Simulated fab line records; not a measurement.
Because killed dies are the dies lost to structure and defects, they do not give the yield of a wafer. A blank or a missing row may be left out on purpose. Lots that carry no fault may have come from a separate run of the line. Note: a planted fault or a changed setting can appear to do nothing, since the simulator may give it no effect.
A struck lot beside a sound one :: flow berkeley-cmos170 :: 14 out of 331 route steps
Sound: these wafers, L819.2, L819.4, L819.6. Wafers L825.3, L825.4, L825.5 were the ones struck. At the end, the cause is stated.
For every step that has rows: the tool of each side, followed by ch and its chambers, followed by its first start. Under that, the readings that differ: sound wafers :: struck wafers :: difference of the means :: sigmas: that difference in standard deviations of wafers without a fault.
alike: readings whose means differ by less than 2 such deviations, and words and numbers that are the same on both sides. not compared: withheld readings, readings that some wafer has no value for, bounds like >300 that may hide the same value, and numbers for which the record gives no deviation and whose values overlap.
Wherever a step has rows on one side only, a row that says differs or no value, or a row with sigmas, the two part there. Numbers that don't overlap but have no deviation are shown without sigmas and don't part them. A reading that every wafer of one side lacks parts them only if that side has two wafers or more.

first, 1 step without rows for these wafers: UCB170_M3_PRE_CLEAN_00 (preclean etch time 60 s).
UCB170_M3_SPUTTER_01: material Al, target thk 900 nm, time 120 s.
  sound on pvd-sputter-04 at day 10 20:43; struck on pvd-sputter-04 at day 12 02:27
  alike: throttle-valve-pct
UCB170_M3_RS_MEAS_02: a four-point-probe measurement.
  sound on film-metro-03 at day 10 20:49; struck on film-metro-02 at day 12 02:34
  alike: M3_AL_RS
UCB170_M3_THK_MEAS_03: measures by xrf.
  sound on film-metro-03 at day 10 20:56; struck on film-metro-02 at day 12 02:40
  alike: M3_AL_THK
then, 3 steps without rows for these wafers: UCB170_M3_HMDS_04 (prime time 60 s); UCB170_M3_COAT_05 (resist thk 900 nm); UCB170_M3_SOFTBAKE_06 (time 60 s).
UCB170_M3_STRIP_07: strips in O2.
  sound on plasma-asher-04 ch 0, day 10 21:57; struck on plasma-asher-04 ch 0,1, day 12 03:11
  alike: drypump-motor-current-A, oes-product-au, strip-time-to-endpoint-s
  not compared: rf-hours-counter-h
then, 4 steps without rows for these wafers: UCB170_M3_STRIP_08 (strips KrF in DMSO, time 600 s); UCB170_M3_COAT_09; UCB170_M3_COAT_10 (resist thk 900 nm); UCB170_M3_SOFTBAKE_11 (time 60 s).
UCB170_M3_EXPOSE_12: exposes mask METAL3, target cd 700 nm.
  struck on krf-scanner-01, day 12 04:06; sound on krf-scanner-01 ch 0, day 10 23:00
  no value came back on the struck wafers for exposure-dose-mJ-cm2, focus-offset-nm (nm); on the sound wafers exposure-dose-mJ-cm2 reads 26.005 25.998 26.011
  alike: mask
next, for these wafers, 1 step has no rows: UCB170_M3_PEB_13.

== WHERE THEY PART ==
Only at UCB170_M3_EXPOSE_12, as far as this record shows.

WHY: whatever the simulator had introduced
Whole step skipped at UCB170_M3_EXPOSE_12 on krf-scanner-01, starting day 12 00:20. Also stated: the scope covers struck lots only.
